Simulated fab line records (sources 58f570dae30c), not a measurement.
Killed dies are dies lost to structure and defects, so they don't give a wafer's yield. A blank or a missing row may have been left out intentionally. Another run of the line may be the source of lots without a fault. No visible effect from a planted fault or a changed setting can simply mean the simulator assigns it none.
Struck lot and sound lot, side by side -- flow berkeley-cmos170 -- 27 steps out of a route of 331
Sound: wafers L708.1, L708.5, L708.6. Wafers L717.1, L717.3, L717.5 were the ones struck. The cause is given at the end.
At each step with rows: each side's tool, then ch and its chambers, then its first start. Under that, the readings that differ: sound wafers -- struck wafers -- difference of the means -- sigmas: that difference in standard deviations of wafers without a fault.
alike: readings whose means differ by less than 2 such deviations, and words and numbers that are the same on both sides. not compared: withheld readings, readings that some wafer has no value for, bounds like >300 that may hide the same value, and numbers for which the record gives no deviation and whose values overlap.
The two part at a step that has a row with sigmas, a row that says differs or no value, or rows on one side only. Numbers that don't overlap but have no deviation are shown without sigmas and don't part them. A reading missing from all wafers of one side parts the sides only when that side holds two or more wafers.

first, 5 steps without rows for these wafers: UCB170_CONTACT_COAT_10 (resist thk 900 nm); UCB170_CONTACT_SOFTBAKE_11 (time 60 s); UCB170_CONTACT_EXPOSE_12 (exposes mask CONT, target cd 700 nm); UCB170_CONTACT_PEB_13; UCB170_CONTACT_DEVELOP_14 (develop time 45 s).
UCB170_CONTACT_CD_MEAS_15: the cd target is 700 nm.
  sound on cd-sem-02 at day 7 06:51; struck on cd-sem-02 at day 10 04:58
  alike: cd-nm
UCB170_CONTACT_OVL_MEAS_16:
  sound on overlay-02 at day 7 06:58; struck on overlay-01 at day 10 05:05
  alike: CONTACT_OVL
UCB170_CONTACT_ETCH_17: etches BARC in N2/H2.
  sound on rie-diel-03 ch 1,2,3, day 7 07:01; struck on rie-diel-02 ch 1,2,3, day 10 05:07
  alike: drypump-motor-current-A, oes-product-au, throttle-valve-pct
UCB170_CONTACT_ETCH_18: etches PSG in CHF3/CF4/Ar, stops on TiSi2, target depth 840 nm, time 195 s.
  sound: rie-diel-03 ch 1,2,3; struck: rie-diel-02 ch 1,2,3
  alike: cf4-flow-sccm, drypump-motor-current-A, oes-product-au, throttle-valve-pct
  not compared: rf-hours-counter-h
UCB170_CONTACT_STRIP_19: strips in O2.
  sound on plasma-asher-03 ch 0,1, day 7 07:10; struck on plasma-asher-01 ch 0, day 10 05:17
  alike: drypump-motor-current-A, oes-product-au
  not compared: rf-hours-counter-h
UCB170_CONTACT_CD_MEAS_90: the cd target is 700 nm.
  sound on cd-sem-01 at day 7 07:16; struck on cd-sem-02 at day 10 05:23
reading,sound,struck,difference,sigmas
cd-nm (nm),697.9 697.2 699.1,699.6 701.1 702.6,+3.0,+2
then, 1 step without rows for these wafers: UCB170_CONTACT_CLEAN_20 (cleans in SPM, time 600 s).
UCB170_M1_SPUTTER_00: material Al, target thk 600 nm, time 80 s.
  sound on pvd-sputter-01 at day 7 07:34; struck on pvd-sputter-01 at day 10 05:43
reading,sound,struck,difference,sigmas
model.Al_of_M1_SPUTTER_00.thk-nm (nm),595.1 596.2 595.8,744.2 747.2 747.3,+150.5,
  alike: throttle-valve-pct
UCB170_M1_RS_MEAS_01: a four-point-probe measurement.
  sound on film-metro-01 at day 7 07:38; struck on film-metro-01 at day 10 05:47
reading,sound,struck,difference,sigmas
M1_AL_RS (ohm/sq),0.0488 0.0487 0.0488,0.0389 0.0388 0.0387,-0.0100,-16
UCB170_M1_THK_MEAS_02: measures by xrf.
  sound on film-metro-01 at day 7 07:45; struck on film-metro-01 at day 10 05:54
reading,sound,struck,difference,sigmas
M1_AL_THK (nm),596 601 596,748 754 756,+155,+17
then, 6 steps without rows for these wafers: UCB170_M1_COAT_03; UCB170_M1_COAT_04 (resist thk 900 nm); UCB170_M1_SOFTBAKE_05 (time 60 s); UCB170_M1_EXPOSE_06 (exposes mask METAL1, target cd 700 nm); UCB170_M1_PEB_07; UCB170_M1_DEVELOP_08 (develop time 45 s).
UCB170_M1_CD_MEAS_09: the cd target is 700 nm.
  sound on cd-sem-02 at day 7 10:17; struck on cd-sem-01 at day 10 06:56
reading,sound,struck,difference,sigmas
cd-nm (nm),699.6 699.9 700.8,697.3 696.8 697.3,-3.0,-2
UCB170_M1_OVL_MEAS_10:
  sound on overlay-02 at day 7 10:24; struck on overlay-02 at day 10 07:03
  alike: M1_OVL
UCB170_M1_ETCH_11: etches BARC in N2/H2.
  sound on rie-diel-03 ch 0,1,3, day 7 10:26; struck on rie-diel-03 ch 0,1,3, day 10 07:05
  alike: drypump-motor-current-A, oes-product-au, throttle-valve-pct
UCB170_M1_METAL_ETCH_12: etches Al in Cl2/BCl3, stops on PSG, target depth 780 nm, time 130 s.
  sound on rie-metal-02 ch 0,1, day 7 10:28; struck on rie-metal-03 ch 0, day 10 07:08
reading,sound,struck,difference,sigmas
drypump-motor-current-A (A),5.8 5.8 6.2,6.7 6.7 6.7,+0.8,+2
oes-product-au (a.u.),0.855 0.859 0.847,0.991 0.988 0.987,+0.135,+14
  alike: throttle-valve-pct
  not compared: rf-hours-counter-h
UCB170_M1_STRIP_13: strips in O2.
  sound on plasma-asher-01 ch 0,1, day 7 10:37; struck on plasma-asher-01 ch 0,1, day 10 07:16
  alike: drypump-motor-current-A, oes-product-au
  not compared: rf-hours-counter-h
UCB170_M3_PROBE_99:
  sound on prober-02 at day 8 03:50; struck on prober-02 at day 10 22:28
reading,sound,struck,difference,sigmas
model.etest.m1-comb-over-steps.leak-log10-a-um,-12.84 -12.8 -12.86,-5.183 -4.362 -4.226,+8.243,
model.etest.ring.quiet-log10-a (angstrom),-8.567 -8.737 -8.604,-3.349 -2.564 -2.353,+5.881,
model.etest.m1.rs-ohm-sq,0.04864 0.04864 0.04906,0.03958 0.03825 0.03854,-0.00999,
  not compared: model.etest.antenna-m1.vt-shift-v

## WHERE THEY PART
At UCB170_CONTACT_CD_MEAS_90 first; at UCB170_M1_METAL_ETCH_12 last (within this record only). Later steps at which nothing parts them and some readings are alike: UCB170_M1_STRIP_13.

WHY: whatever the simulator had introduced
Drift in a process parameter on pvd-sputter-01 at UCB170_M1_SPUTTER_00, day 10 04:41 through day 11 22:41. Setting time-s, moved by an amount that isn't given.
